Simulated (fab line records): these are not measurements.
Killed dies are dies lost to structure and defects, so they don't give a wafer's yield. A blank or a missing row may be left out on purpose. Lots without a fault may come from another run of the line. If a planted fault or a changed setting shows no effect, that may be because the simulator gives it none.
fab line records || flow berkeley_cmos170
record: {"lots": 5, "wafers": 15, "last_day": 12}
route steps=331 shown PLDD@149 NLDD@158
lots with no fault: from the same line, run without faults
start_h: hours from the record's first day to the start of the lot's first wafer shown || wait_h: hours from the lot's prior step to this one || " unchanged from the row above || L1.1+2: one row covering several wafers at once || - no value, or no start was given || * or withheld: withheld || < > ~ a bound
route shown NAME@n: names a module that has steps shown in the file, with the first one's number in the route || usual: mean/standard deviation taken from wafers without a fault || same: alike in all rows || chamber/n: place in a boat || sites: the reading at each site || _std_site: their standard deviation || _edge_site: inner sites' mean taken away from outer sites' mean || radius_mm: for every site, how far away it sits from the centre of the wafer || mask NAME#n: copy n || behind: tool/chamber where the wafer was last shaped || hold: reason for holding the lot/hours on hold/outcome of the hold || device: the n, p or np transistor that did not switch || end of line: the same wafers' tests at the end of the route || a step given without rows: its recipe and nothing more || killed: dies that structure and defects cost at the first sort, which is not the same as the wafer's yield || map: a wafer's dies, marking killed ones x, the rest . and places with no die _
set.NAME: the run value of the setting; set.NAME@STEP: its run value at that earlier step || model.NAME: the simulator's own value behind a step, which no gauge read
lots at selected steps of the route; one table per step, one row per wafer
services: when a tool's chamber went out of use (start_h, in hours from the record's first day, below 0 if earlier), for how many hours, and the reason
== steps ==
step: UCB170_PLDD_PEB_04
recipe: {"peb_temp_c": 130, "peb_time_s": "withheld", "resist": "KrF"}
step: UCB170_PLDD_DEVELOP_05
recipe: {"developer": "TMAH", "develop_time_s": 45, "resist": "KrF", "dev_temp_c": 21}
step: UCB170_PLDD_CD_MEAS_06
recipe: {"target_cd_nm": 1200}
usual: {"cd_nm": "1200.0/1.6"}
{"lot.wafer": "L192.1", "tool": "cd_sem-02", "chamber": "-", "start_h": 137.91, "wait_h": "-", "cd_nm": 1198.5}
{"lot.wafer": "L192.4", "tool": "cd_sem-02", "chamber": "-", "start_h": 137.91, "wait_h": "-", "cd_nm": 1198.1}
{"lot.wafer": "L192.5", "tool": "cd_sem-02", "chamber": "-", "start_h": 137.91, "wait_h": "-", "cd_nm": 1198.7}
{"lot.wafer": "L193.2", "tool": "cd_sem-02", "chamber": "-", "start_h": 138.31, "wait_h": "-", "cd_nm": 1199.7}
{"lot.wafer": "L193.3", "tool": "cd_sem-02", "chamber": "-", "start_h": 138.31, "wait_h": "-", "cd_nm": 1199.7}
{"lot.wafer": "L193.6", "tool": "cd_sem-02", "chamber": "-", "start_h": 138.31, "wait_h": "-", "cd_nm": 1200.7}
{"lot.wafer": "L195.3", "tool": "cd_sem-01", "chamber": "-", "start_h": 144.04, "wait_h": "-", "cd_nm": 1201.6}
{"lot.wafer": "L195.4", "tool": "cd_sem-01", "chamber": "-", "start_h": 144.04, "wait_h": "-", "cd_nm": 1201.6}
{"lot.wafer": "L195.6", "tool": "cd_sem-01", "chamber": "-", "start_h": 144.04, "wait_h": "-", "cd_nm": 1200.7}
{"lot.wafer": "L212.1", "tool": "cd_sem-02", "chamber": "-", "start_h": 239.00, "wait_h": "-", "cd_nm": 1198.2}
{"lot.wafer": "L212.4", "tool": "cd_sem-02", "chamber": "-", "start_h": 239.00, "wait_h": "-", "cd_nm": 1196.1}
{"lot.wafer": "L212.6", "tool": "cd_sem-02", "chamber": "-", "start_h": 239.00, "wait_h": "-", "cd_nm": 1196.8}
{"lot.wafer": "L215.1", "tool": "cd_sem-01", "chamber": "-", "start_h": 244.15, "wait_h": "-", "cd_nm": 1200.1}
{"lot.wafer": "L215.4", "tool": "cd_sem-01", "chamber": "-", "start_h": 244.15, "wait_h": "-", "cd_nm": 1202.0}
{"lot.wafer": "L215.5", "tool": "cd_sem-01", "chamber": "-", "start_h": 244.15, "wait_h": "-", "cd_nm": 1200.9}
step: UCB170_PLDD_OVL_MEAS_07
usual: {"PLDD_OVL": "0/5.5"}
{"lot.wafer": "L192.1", "tool": "overlay-02", "chamber": "-", "start_h": 138.03, "wait_h": 0.1, "PLDD_OVL[nm]": 0}
{"lot.wafer": "L192.4", "tool": "overlay-02", "chamber": "-", "start_h": 138.03, "wait_h": 0.1, "PLDD_OVL[nm]": -4}
{"lot.wafer": "L192.5", "tool": "overlay-02", "chamber": "-", "start_h": 138.03, "wait_h": 0.1, "PLDD_OVL[nm]": 1}
{"lot.wafer": "L193.2", "tool": "overlay-02", "chamber": "-", "start_h": 138.41, "wait_h": 0.1, "PLDD_OVL[nm]": 3}
{"lot.wafer": "L193.3", "tool": "overlay-02", "chamber": "-", "start_h": 138.41, "wait_h": 0.1, "PLDD_OVL[nm]": 1}
{"lot.wafer": "L193.6", "tool": "overlay-02", "chamber": "-", "start_h": 138.41, "wait_h": 0.1, "PLDD_OVL[nm]": 3}
{"lot.wafer": "L195.3", "tool": "overlay-01", "chamber": "-", "start_h": 144.13, "wait_h": 0.1, "PLDD_OVL[nm]": 2}
{"lot.wafer": "L195.4", "tool": "overlay-01", "chamber": "-", "start_h": 144.13, "wait_h": 0.1, "PLDD_OVL[nm]": 1}
{"lot.wafer": "L195.6", "tool": "overlay-01", "chamber": "-", "start_h": 144.13, "wait_h": 0.1, "PLDD_OVL[nm]": 1}
{"lot.wafer": "L212.1", "tool": "overlay-01", "chamber": "-", "start_h": 239.12, "wait_h": 0.1, "PLDD_OVL[nm]": -4}
{"lot.wafer": "L212.4", "tool": "overlay-01", "chamber": "-", "start_h": 239.12, "wait_h": 0.1, "PLDD_OVL[nm]": 3}
{"lot.wafer": "L212.6", "tool": "overlay-01", "chamber": "-", "start_h": 239.12, "wait_h": 0.1, "PLDD_OVL[nm]": -3}
{"lot.wafer": "L215.1", "tool": "overlay-02", "chamber": "-", "start_h": 244.27, "wait_h": 0.1, "PLDD_OVL[nm]": 3}
{"lot.wafer": "L215.4", "tool": "overlay-02", "chamber": "-", "start_h": 244.27, "wait_h": 0.1, "PLDD_OVL[nm]": 5}
{"lot.wafer": "L215.5", "tool": "overlay-02", "chamber": "-", "start_h": 244.27, "wait_h": 0.1, "PLDD_OVL[nm]": -3}
step: UCB170_PLDD_IMPLANT_08
recipe: {"species": "BF2", "dose_cm2": 5e+13, "energy_kev": 10, "tilt_deg": 7, "rotation_deg": 0}
step: UCB170_PLDD_IMPLANT_09
recipe: {"species": "BF2", "dose_cm2": 5e+13, "energy_kev": 10, "tilt_deg": 7, "rotation_deg": 180}
step: UCB170_PLDD_STRIP_10
recipe: {"chemistry": "O2", "power_w": 400, "pressure_mtorr": 3500, "platen_temp_c": "withheld", "o2_flow_sccm": 400, "overash_fraction": 0.5}
usual: {"drypump_motor_current_A": "5.67/0.27", "oes_product_au": "0.735/0.0045", "strip_time_to_endpoint_s": "21.62/0.08"}
{"lot.wafer": "L192.1", "tool": "plasma_asher-02", "chamber": 1, "start_h": 138.36, "wait_h": 0.1, "drypump_motor_current_A": 5.92, "oes_product_au": 0.731, "rf_hours_counter_h": 45, "strip_time_to_endpoint_s": 21.63}
{"lot.wafer": "L192.4", "tool": "plasma_asher-02", "chamber": 0, "start_h": 138.36, "wait_h": 0.1, "drypump_motor_current_A": 5.68, "oes_product_au": 0.723, "rf_hours_counter_h": "-", "strip_time_to_endpoint_s": 21.67}
{"lot.wafer": "L192.5", "tool": "plasma_asher-02", "chamber": 1, "start_h": 138.36, "wait_h": 0.1, "drypump_motor_current_A": 5.91, "oes_product_au": 0.731, "rf_hours_counter_h": "-", "strip_time_to_endpoint_s": 21.59}
{"lot.wafer": "L193.2", "tool": "plasma_asher-04", "chamber": 0, "start_h": 138.74, "wait_h": 0.1, "drypump_motor_current_A": 5.45, "oes_product_au": 0.737, "rf_hours_counter_h": 36, "strip_time_to_endpoint_s": 21.68}
{"lot.wafer": "L193.3", "tool": "plasma_asher-04", "chamber": 1, "start_h": 138.74, "wait_h": 0.1, "drypump_motor_current_A": 5.17, "oes_product_au": 0.737, "rf_hours_counter_h": "-", "strip_time_to_endpoint_s": 21.70}
{"lot.wafer": "L193.6", "tool": "plasma_asher-04", "chamber": 1, "start_h": 138.74, "wait_h": 0.1, "drypump_motor_current_A": 5.17, "oes_product_au": 0.736, "rf_hours_counter_h": "-", "strip_time_to_endpoint_s": 21.61}
{"lot.wafer": "L195.3", "tool": "plasma_asher-04", "chamber": 0, "start_h": 144.49, "wait_h": 0.1, "drypump_motor_current_A": 5.47, "oes_product_au": 0.723, "rf_hours_counter_h": "-", "strip_time_to_endpoint_s": 21.53}
{"lot.wafer": "L195.4", "tool": "plasma_asher-04", "chamber": 1, "start_h": 144.49, "wait_h": 0.1, "drypump_motor_current_A": 5.18, "oes_product_au": 0.740, "rf_hours_counter_h": "-", "strip_time_to_endpoint_s": 21.59}
{"lot.wafer": "L195.6", "tool": "plasma_asher-04", "chamber": 1, "start_h": 144.49, "wait_h": 0.1, "drypump_motor_current_A": 5.18, "oes_product_au": 0.732, "rf_hours_counter_h": "-", "strip_time_to_endpoint_s": 21.56}
{"lot.wafer": "L212.1", "tool": "plasma_asher-03", "chamber": 0, "start_h": 239.46, "wait_h": 0.1, "drypump_motor_current_A": 5.72, "oes_product_au": 0.735, "rf_hours_counter_h": 48, "strip_time_to_endpoint_s": 21.64}
{"lot.wafer": "L212.4", "tool": "plasma_asher-03", "chamber": 1, "start_h": 239.46, "wait_h": 0.1, "drypump_motor_current_A": 5.97, "oes_product_au": 0.739, "rf_hours_counter_h": "-", "strip_time_to_endpoint_s": 21.60}
{"lot.wafer": "L212.6", "tool": "plasma_asher-03", "chamber": 1, "start_h": 239.46, "wait_h": 0.1, "drypump_motor_current_A": 5.99, "oes_product_au": 0.743, "rf_hours_counter_h": "-", "strip_time_to_endpoint_s": 21.57}
{"lot.wafer": "L215.1", "tool": "plasma_asher-02", "chamber": 0, "start_h": 244.61, "wait_h": 0.1, "drypump_motor_current_A": 5.69, "oes_product_au": 0.739, "rf_hours_counter_h": 56, "strip_time_to_endpoint_s": 21.67}
{"lot.wafer": "L215.4", "tool": "plasma_asher-02", "chamber": 0, "start_h": 244.61, "wait_h": 0.1, "drypump_motor_current_A": 5.69, "oes_product_au": 0.730, "rf_hours_counter_h": "-", "strip_time_to_endpoint_s": 21.70}
{"lot.wafer": "L215.5", "tool": "plasma_asher-02", "chamber": 1, "start_h": 244.61, "wait_h": 0.1, "drypump_motor_current_A": 5.94, "oes_product_au": 0.743, "rf_hours_counter_h": "-", "strip_time_to_endpoint_s": 21.63}
step: UCB170_PLDD_TW_MEAS_11
usual: {"PLDD_TW": "1007/6.5"}
{"lot.wafer": "L192.1", "tool": "film_metro-02", "chamber": "-", "start_h": 138.46, "wait_h": 0.1, "PLDD_TW": 997}
{"lot.wafer": "L192.4", "tool": "film_metro-02", "chamber": "-", "start_h": 138.46, "wait_h": 0.1, "PLDD_TW": 996}
{"lot.wafer": "L192.5", "tool": "film_metro-02", "chamber": "-", "start_h": 138.46, "wait_h": 0.1, "PLDD_TW": 998}
{"lot.wafer": "L193.2", "tool": "film_metro-03", "chamber": "-", "start_h": 138.85, "wait_h": 0.1, "PLDD_TW": 1009}
{"lot.wafer": "L193.3", "tool": "film_metro-03", "chamber": "-", "start_h": 138.85, "wait_h": 0.1, "PLDD_TW": 1005}
{"lot.wafer": "L193.6", "tool": "film_metro-03", "chamber": "-", "start_h": 138.85, "wait_h": 0.1, "PLDD_TW": 1012}
{"lot.wafer": "L195.3", "tool": "film_metro-02", "chamber": "-", "start_h": 144.58, "wait_h": 0.1, "PLDD_TW": 1006}
{"lot.wafer": "L195.4", "tool": "film_metro-02", "chamber": "-", "start_h": 144.58, "wait_h": 0.1, "PLDD_TW": 1011}
{"lot.wafer": "L195.6", "tool": "film_metro-02", "chamber": "-", "start_h": 144.58, "wait_h": 0.1, "PLDD_TW": 1005}
{"lot.wafer": "L212.1", "tool": "film_metro-03", "chamber": "-", "start_h": 239.56, "wait_h": 0.1, "PLDD_TW": 1009}
{"lot.wafer": "L212.4", "tool": "film_metro-03", "chamber": "-", "start_h": 239.56, "wait_h": 0.1, "PLDD_TW": 1011}
{"lot.wafer": "L212.6", "tool": "film_metro-03", "chamber": "-", "start_h": 239.56, "wait_h": 0.1, "PLDD_TW": 1007}
{"lot.wafer": "L215.1", "tool": "film_metro-01", "chamber": "-", "start_h": 244.71, "wait_h": 0.1, "PLDD_TW": 1019}
{"lot.wafer": "L215.4", "tool": "film_metro-01", "chamber": "-", "start_h": 244.71, "wait_h": 0.1, "PLDD_TW": 1020}
{"lot.wafer": "L215.5", "tool": "film_metro-01", "chamber": "-", "start_h": 244.71, "wait_h": 0.1, "PLDD_TW": 1013}
step: UCB170_PLDD_CLEAN_12
recipe: {"chemistry": "SPM", "temp_c": 120, "time_s": 600}
step: UCB170_NLDD_HMDS_00
recipe: {"prime_time_s": 60, "prime_temp_c": 100}
step: UCB170_NLDD_COAT_01
recipe: {"resist": "KrF", "spin_rpm": 1500, "resist_thk_nm": 900}
step: UCB170_NLDD_SOFTBAKE_02
recipe: {"resist": "KrF", "temp_c": 130, "time_s": 60}
step: UCB170_NLDD_EXPOSE_03
recipe: {"mask_id": "NSELECT", "na": 0.5, "sigma_outer": 0.6, "source_shape": "conventional", "target_cd_nm": 1200, "dose_mj": 30}
{"lot.wafer": "L192.1+4+5", "tool": "krf_scanner-01", "chamber": 0, "start_h": 139.27, "wait_h": 0.2, "mask": "NSELECT#0"}
{"lot.wafer": "L193.2+3+6", "tool": "krf_scanner-02", "chamber": 0, "start_h": 139.69, "wait_h": 0.2, "mask": "NSELECT#0"}
{"lot.wafer": "L195.3+4+6", "tool": "krf_scanner-02", "chamber": 0, "start_h": 145.28, "wait_h": 0.1, "mask": "NSELECT_R1#0"}
{"lot.wafer": "L212.1+4+6", "tool": "krf_scanner-02", "chamber": 0, "start_h": 240.57, "wait_h": 0.2, "mask": "NSELECT#0"}
{"lot.wafer": "L215.1+4+5", "tool": "krf_scanner-01", "chamber": 0, "start_h": 245.87, "wait_h": 0.1, "mask": "NSELECT#0"}
step: UCB170_NLDD_PEB_04
recipe: {"peb_temp_c": 130, "peb_time_s": "withheld", "resist": "KrF"}
step: UCB170_NLDD_DEVELOP_05
recipe: {"developer": "TMAH", "develop_time_s": 45, "resist": "KrF", "dev_temp_c": 21}
step: UCB170_NLDD_CD_MEAS_06
recipe: {"target_cd_nm": 1200}
usual: {"cd_nm": "1200.0/1.5"}
{"lot.wafer": "L192.1", "tool": "cd_sem-02", "chamber": "-", "start_h": 139.70, "wait_h": "-", "hold": "-", "cd_nm": 1199.2}
{"lot.wafer": "L192.4", "tool": "cd_sem-02", "chamber": "-", "start_h": 139.70, "wait_h": "-", "hold": "-", "cd_nm": 1200.5}
{"lot.wafer": "L192.5", "tool": "cd_sem-02", "chamber": "-", "start_h": 139.70, "wait_h": "-", "hold": "-", "cd_nm": 1199.3}
{"lot.wafer": "L193.2", "tool": "cd_sem-01", "chamber": "-", "start_h": 140.08, "wait_h": "-", "hold": "-", "cd_nm": 1200.6}
{"lot.wafer": "L193.3", "tool": "cd_sem-01", "chamber": "-", "start_h": 140.08, "wait_h": "-", "hold": "-", "cd_nm": 1200.6}
{"lot.wafer": "L193.6", "tool": "cd_sem-01", "chamber": "-", "start_h": 140.08, "wait_h": "-", "hold": "-", "cd_nm": 1200.5}
{"lot.wafer": "L195.3", "tool": "cd_sem-01", "chamber": "-", "start_h": 145.68, "wait_h": "-", "hold": "await_dispo/0.2h/release", "cd_nm": 958.8}
{"lot.wafer": "L195.4", "tool": "cd_sem-01", "chamber": "-", "start_h": 145.68, "wait_h": "-", "hold": "await_dispo/0.2h/release", "cd_nm": 960.9}
{"lot.wafer": "L195.6", "tool": "cd_sem-01", "chamber": "-", "start_h": 145.68, "wait_h": "-", "hold": "await_dispo/0.2h/release", "cd_nm": 959.5}
{"lot.wafer": "L195.3", "tool": "cd_sem-01", "chamber": "-", "start_h": 145.96, "wait_h": 0.3, "hold": "-", "cd_nm": 958.7}
{"lot.wafer": "L195.4", "tool": "cd_sem-01", "chamber": "-", "start_h": 145.96, "wait_h": 0.3, "hold": "-", "cd_nm": 960.9}
{"lot.wafer": "L195.6", "tool": "cd_sem-01", "chamber": "-", "start_h": 145.96, "wait_h": 0.3, "hold": "-", "cd_nm": 959.1}
{"lot.wafer": "L212.1", "tool": "cd_sem-01", "chamber": "-", "start_h": 240.96, "wait_h": "-", "hold": "-", "cd_nm": 1199.3}
{"lot.wafer": "L212.4", "tool": "cd_sem-01", "chamber": "-", "start_h": 240.96, "wait_h": "-", "hold": "-", "cd_nm": 1200.3}
{"lot.wafer": "L212.6", "tool": "cd_sem-01", "chamber": "-", "start_h": 240.96, "wait_h": "-", "hold": "-", "cd_nm": 1199.0}
{"lot.wafer": "L215.1", "tool": "cd_sem-01", "chamber": "-", "start_h": 246.71, "wait_h": "-", "hold": "-", "cd_nm": 1200.6}
{"lot.wafer": "L215.4", "tool": "cd_sem-01", "chamber": "-", "start_h": 246.71, "wait_h": "-", "hold": "-", "cd_nm": 1200.1}
{"lot.wafer": "L215.5", "tool": "cd_sem-01", "chamber": "-", "start_h": 246.71, "wait_h": "-", "hold": "-", "cd_nm": 1200.0}
== services ==
{"tool": "krf_scanner-01", "chamber": "-", "start_h": 124.68, "hours": 4.0, "kind": "pm"}
{"tool": "plasma_asher-04", "chamber": "-", "start_h": 137.57, "hours": 0.8, "kind": "repair"}
{"tool": "krf_scanner-01", "chamber": "-", "start_h": 151.63, "hours": 0.8, "kind": "pm"}
{"tool": "krf_scanner-01", "chamber": "-", "start_h": 152.38, "hours": 4.4, "kind": "pm"}
{"tool": "krf_scanner-02", "chamber": "-", "start_h": 163.27, "hours": 0.8, "kind": "repair"}
{"tool": "krf_scanner-02", "chamber": "-", "start_h": 170.00, "hours": 0.8, "kind": "pm"}
{"tool": "plasma_asher-03", "chamber": "-", "start_h": 189.73, "hours": 14.6, "kind": "pm"}
{"tool": "krf_scanner-01", "chamber": "-", "start_h": 200.49, "hours": 1.3, "kind": "pm"}
{"tool": "krf_scanner-02", "chamber": "-", "start_h": 203.30, "hours": 1.0, "kind": "pm"}
{"tool": "krf_scanner-02", "chamber": "-", "start_h": 210.45, "hours": 1.3, "kind": "pm"}
{"tool": "plasma_asher-03", "chamber": "-", "start_h": 226.06, "hours": 8.7, "kind": "repair"}
{"tool": "krf_scanner-02", "chamber": "-", "start_h": 228.55, "hours": 6.2, "kind": "repair"}
{"tool": "krf_scanner-01", "chamber": 0, "start_h": 245.35, "hours": "-", "kind": "calibration"}
== key ==
first_sign: {"step": "UCB170_NLDD_EXPOSE_03", "reading": "mask", "direction": "changed"}
effect: {"step": "UCB170_NLDD_CD_MEAS_06", "reading": "visit", "direction": "added"}
effect: {"step": "UCB170_NLDD_CD_MEAS_06", "reading": "cd_nm", "direction": "down", "sigmas": "99+", "usual": 1200.0, "struck": 959.7}
met_at UCB170_NLDD_EXPOSE_03
struck_wafers L195.3,L195.4,L195.6
scrapped_behind UCB170_NLDD_CD_MEAS_06 L195.3,L195.4,L195.6
onset_between 139.69 145.28
fault: {"kind": "wrong_mask", "tool": "any", "chamber": "-", "onset_h": 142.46, "steps": "UCB170_NLDD_EXPOSE_03", "aux_copy": "NSELECT_R1#0", "cd_offset_nm": -240, "scope": "struck_lots_only"}
